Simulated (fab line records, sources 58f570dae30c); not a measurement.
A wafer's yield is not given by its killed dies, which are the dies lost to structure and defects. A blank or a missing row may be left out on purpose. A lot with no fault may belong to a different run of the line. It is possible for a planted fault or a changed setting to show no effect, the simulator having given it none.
Split-lot experiment | flow berkeley_cmos170 | 23 wafers read from 5 lots, route of 331 steps

## ON THE SPLIT
At UCB170_CONTACT_COAT_04 (resist thk 900 nm), the setting spin_rpm was moved away from the recipe's 1500 rpm on 9 of the 23 wafers read, by -7.1% to +5.3%. The other wafers ran this setting at the recipe's value.

The reading comes from the split's own step.

## THE READING
KrF_of_CONTACT_COAT_04.thk_nm (the simulator's own value, which no gauge read), in nm, at UCB170_CONTACT_COAT_04 (resist thk 900 nm). The file does not state a usual value for it. Here, 14 wafers ran the recipe; their average is 900.3 nm with a standard deviation of 2.9 nm.

wafer  | tool, chamber at the split | spin_rpm as run, rpm | against the recipe | KrF_of_CONTACT_COAT_04.thk_nm, nm | against lot-mates on the recipe
L076.1 | litho_track-04, 0          | 1406                 | -6.3%              | 926.9                             | +29.2
L076.2 | litho_track-04, 0          | 1406                 | -6.3%              | 930.5                             | +32.8
L076.3 | litho_track-04, 0          | 1500                 | recipe             | 895.3                             | -
L076.4 | litho_track-04, 0          | 1500                 | recipe             | 897.6                             | -
L076.5 | litho_track-04, 0          | 1500                 | recipe             | 900.2                             | -
L078.1 | litho_track-03, 0          | 1500                 | recipe             | 905.5                             | -
L078.3 | litho_track-03, 0          | 1500                 | recipe             | 905.4                             | -
L078.6 | litho_track-03, 0          | 1500                 | recipe             | 902.4                             | -
L079.1 | litho_track-02, 0          | 1580                 | +5.3%              | 873.5                             | -24.4
L079.3 | litho_track-02, 0          | 1500                 | recipe             | 896.6                             | -
L079.4 | litho_track-02, 0          | 1500                 | recipe             | 898.2                             | -
L079.5 | litho_track-02, 0          | 1580                 | +5.3%              | 872.4                             | -25.5
L079.6 | litho_track-02, 0          | 1500                 | recipe             | 898.9                             | -
L082.1 | litho_track-02, 0          | 1500                 | recipe             | 898.6                             | -
L082.2 | litho_track-02, 0          | 1569                 | +4.6%              | 877.9                             | -22.4
L082.3 | litho_track-02, 0          | 1500                 | recipe             | 901.2                             | -
L082.5 | litho_track-02, 0          | 1500                 | recipe             | 901.2                             | -
L082.4 | litho_track-02, 0          | 1569                 | +4.6%              | 880.3                             | -20.0
L085.1 | litho_track-04, 0          | 1500                 | recipe             | 901.3                             | -
L085.2 | litho_track-04, 0          | 1394                 | -7.1%              | 937.4                             | +35.6
L085.3 | litho_track-04, 0          | 1394                 | -7.1%              | 936.6                             | +34.9
L085.4 | litho_track-04, 0          | 1394                 | -7.1%              | 936.5                             | +34.8
L085.5 | litho_track-04, 0          | 1500                 | recipe             | 902.2                             | -

THE FIT
A straight line over all 23 wafers: KrF_of_CONTACT_COAT_04.thk_nm changes by -4.93 nm for each +1% of spin_rpm; r = -0.99; the points scatter about the line by 2.7 nm.
The same after taking each lot's own level away (the mean of its wafers on the recipe; 23 wafers): -4.85 nm for each +1%; r = -1.00; scatter 1.4 nm.
That fit puts the effect of the largest move of spin_rpm on the reading at 34 nm.
From 897.70 to 904.43 nm: that is the span of the lots' own levels, equal to 2.3 times the standard deviation above.
The two slopes are in agreement: the lot-to-lot level therefore moves the slope only a little.
Check: with one of the wafers moved furthest among these (-7.1%) left out of the fit, the line predicts +34.4 nm for it against its lot-mates. Against them it came out at +35.6 nm.

## THESE WAFERS: OTHER SPLITS
Before the reading, these wafers also passed through other splits. Each is held against what the fit with the lots' levels taken away leaves over:
other split on the same wafers     | wafers away from the commonest value | r with KrF_of_CONTACT_COAT_04.thk_nm (lot level and that fit taken away)
UCB170_FIELD_WET_ETCH_04 time_s    | 15                                   | -0.01
UCB170_PVT_COAT_01 resist_thk_nm   | 7                                    | +0.09
UCB170_NLDD_PEB_04 peb_temp_c      | 10                                   | -0.24
UCB170_SILICIDE_SPUTTER_01 power_w | 5                                    | +0.05

## THE WHOLE CHAIN: every reading that the file lists as answering this split, in the file's order
step                    | what it does      | reading                                                                        | change (the file's fit)              | r (the file's)
UCB170_CONTACT_COAT_04  | resist thk 900 nm | KrF_of_CONTACT_COAT_04.thk_nm (the simulator's own value, which no gauge read) | -4.85 nm for each +1% of the setting | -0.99
UCB170_CONTACT_STRIP_06 | strips in O2      | strip_time_to_endpoint_s                                                       | withheld for each +1% of the setting | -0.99

## FILE'S OWN FIT
KrF_of_CONTACT_COAT_04.thk_nm changes by -4.85 nm for each +1% of spin_rpm, r = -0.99.
